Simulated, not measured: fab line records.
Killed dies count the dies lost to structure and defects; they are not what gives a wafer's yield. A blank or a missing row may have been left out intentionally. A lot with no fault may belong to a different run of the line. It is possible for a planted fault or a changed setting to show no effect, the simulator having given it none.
What tool caused it? + flow berkeleyCmos170 + 7 lots, 21 wafers sampled, at 2 steps of a route of 331

## WHAT THE GAUGES SHOWED, per wafer
UCB170_PFIELD_TW_MEAS_09.
| lot  | measured    | on           | PFIELD_TW               |
|------|-------------|--------------|-------------------------|
| L199 | day 5 15:49 | filmMetro-02 | 604 602 599             |
| L201 | day 5 22:59 | filmMetro-02 | 602 603 600             |
| L203 | day 6 05:55 | filmMetro-01 | 603 603 600             |
| L205 | day 6 17:55 | filmMetro-03 | 601 598 601             |
| L210 | day 8 02:19 | filmMetro-02 | 519 520 521 518 520 525 |
| L215 | day 9 04:23 | filmMetro-02 | 608 605 608             |
| L218 | day 9 22:04 | filmMetro-02 | 606 607 607             |

## WHICH TOOL RAN EACH LOT (tool, then ch and the chambers of the sampled wafers, then the start)
| lot  | UCB170_PFIELD_IMPLANT_07       |
|------|--------------------------------|
| L199 | implanter-02 ch 0, day 5 15:34 |
| L201 | implanter-02 ch 0, day 5 22:44 |
| L203 | implanter-02 ch 0, day 6 05:41 |
| L205 | implanter-04 ch 0, day 6 17:40 |
| L210 | implanter-04 ch 0, day 8 02:04 |
| L215 | implanter-02 ch 0, day 9 04:08 |
| L218 | implanter-01 ch 0, day 9 21:49 |
- UCB170_PFIELD_IMPLANT_07

## THE ANSWER, worked out from the rows above alone
Rule: the lots themselves supply what counts as usual. Put in order of their means at a reading, lots are off if they are a third of the lots or fewer, leave a main group of 4 or more, and stand apart from it by a gap of 3 or more times the standard deviation of the main group's means; of several such gaps the widest counts. The tables above print the reading to a certain number of digits; a main group whose means all agree to those digits is not used. A lot without any number at a reading at which 4 lots or more have one is off too. All remaining lots with rows at the step are treated as sound.
Off: at UCB170_PFIELD_TW_MEAS_09 (PFIELD_TW), L210. The main group: mean 603, standard deviation 2.7.
A tool fits if, at a process step before that reading, it ran every lot that is off, and no sound lot after the first of them. The gauges at UCB170_PFIELD_TW_MEAS_09 are tried like those tools. One fits: implanter-04 at UCB170_PFIELD_IMPLANT_07. A fault onset in the window from L205 (day 6 17:40, its last sound lot) to L210 (day 8 02:04, its first lot off) fits.

## WHAT THE SIMULATOR PUT IN
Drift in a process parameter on implanter-04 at UCB170_PFIELD_IMPLANT_07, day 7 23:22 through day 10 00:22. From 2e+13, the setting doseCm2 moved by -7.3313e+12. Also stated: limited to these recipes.
Lots struck among those shown: L210. The rule given above showed the same thing.
